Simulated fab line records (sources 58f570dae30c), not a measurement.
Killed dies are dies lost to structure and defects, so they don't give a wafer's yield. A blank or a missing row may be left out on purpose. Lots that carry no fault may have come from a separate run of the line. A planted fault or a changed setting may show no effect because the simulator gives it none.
The same fault as seen by 2 desks || flow berkeleyCmos170 || what lay behind the numbers comes last; until then each desk has only its own

AT THE TOOL OWNER'S DESK: pvdSputter-03
The tool's own readings at UCB170_M2_SPUTTER_01 (material Al, target thk 900 nm, time 120 s): means of the sampled wafers that have a number, for each lot that ran on this tool. Marked OUT: a lot whose mean sits more than 4 standard deviations from the usual mean, which makes it out of limits; the brackets give that distance.
Columns: A = throttleValvePct at UCB170_M2_SPUTTER_01, usual 30.0 %
{"lot": "L594", "first seen here": "day 7 09:13", "A": 29.7}
{"lot": "L598", "first seen here": "day 7 22:46", "A": 29.6}
{"lot": "L601", "first seen here": "day 8 14:21", "A": 30.1}
{"lot": "L603", "first seen here": "day 8 22:23", "A": 30.2}
{"lot": "L604", "first seen here": "day 9 11:43", "A": 29.6}
{"lot": "L609", "first seen here": "day 10 20:23", "A": 30.2}
Result from this desk: across the 6 lots, nothing is out of limits.

THE METROLOGY DESK
Lot by lot, what the gauges showed, no matter which tool ran the lot: averages of those sampled wafers that carry a number. Marked OUT: a lot whose mean sits more than 4 standard deviations from the usual mean, which makes it out of limits; the brackets give that distance.
Columns: A = V1_TEOS_THK at UCB170_V1_THK_MEAS_01, usual 1994 nm; B = M2_AL_RS at UCB170_M2_RS_MEAS_02, usual 0.0322 ohm/sq; C = M2_AL_THK at UCB170_M2_THK_MEAS_03, usual 919 nm; D = cdNm at UCB170_M2_CD_MEAS_15, usual 699.9 nm
{"lot": "L594", "first seen here": "day 7 06:42", "A": 1993, "B": 0.0321, "C": 919, "D": 698.9}
{"lot": "L593", "first seen here": "day 7 06:43", "A": 2004, "B": 0.0322, "C": 915, "D": 700.3}
{"lot": "L598", "first seen here": "day 7 20:28", "A": 1959, "B": 0.0322, "C": 915, "D": 698.9}
{"lot": "L599", "first seen here": "day 7 20:28", "A": 1999, "B": 0.0327, "C": 905, "D": 699.5}
{"lot": "L601", "first seen here": "day 8 11:36", "A": 1997, "B": 0.0323, "C": 921, "D": 702.2}
{"lot": "L600", "first seen here": "day 8 11:37", "A": 2004, "B": 0.0321, "C": 921, "D": 697.7}
{"lot": "L603", "first seen here": "day 8 19:45", "A": 1986, "B": 0.0325, "C": 914, "D": 699.7}
{"lot": "L602", "first seen here": "day 8 19:46", "A": 2022, "B": 0.0320, "C": 923, "D": 701.5}
{"lot": "L604", "first seen here": "day 9 07:12", "A": 1996, "B": "0.0402 (+24) OUT", "C": "737 (-17) OUT", "D": 698.4}
{"lot": "L605", "first seen here": "day 9 07:14", "A": 2030, "B": 0.0328, "C": 910, "D": 697.3}
{"lot": "L609", "first seen here": "day 10 17:45", "A": 1983, "B": "0.0414 (+28) OUT", "C": "715 (-19) OUT", "D": 700.5}
{"lot": "L610", "first seen here": "day 10 17:46", "A": 1965, "B": 0.0324, "C": 907, "D": 701.5}
{"lot": "L614", "first seen here": "day 11 12:52", "A": 1986, "B": 0.0321, "C": 915, "D": 700.7}
{"lot": "L616", "first seen here": "day 11 23:03", "A": 2020, "B": 0.0326, "C": 905, "D": 699.3}
This desk's result: L604, L609 out of limits, first on L604 (M2_AL_RS at UCB170_M2_RS_MEAS_02), day 9 11:47. L594, L593, L598, L599, L601, L600, L603, L602, L605, L610, L614, L616: within limits.

BROUGHT TOGETHER
L604, L609 would have let the metrology desk raise an alarm at day 9 11:47.
The desk of the tool owner found nothing out of limits.
On record at the tool owner's desk: L604, L609, within its limits.
Of the lots named, all ran UCB170_M2_SPUTTER_01 on pvdSputter-03.

WHAT WAS PUT IN BY THE SIMULATOR
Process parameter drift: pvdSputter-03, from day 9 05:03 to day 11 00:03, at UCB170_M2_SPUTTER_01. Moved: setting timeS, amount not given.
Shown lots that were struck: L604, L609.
Delay in hours, fault start to first out-of-limits reading, per desk: metrology desk 7.
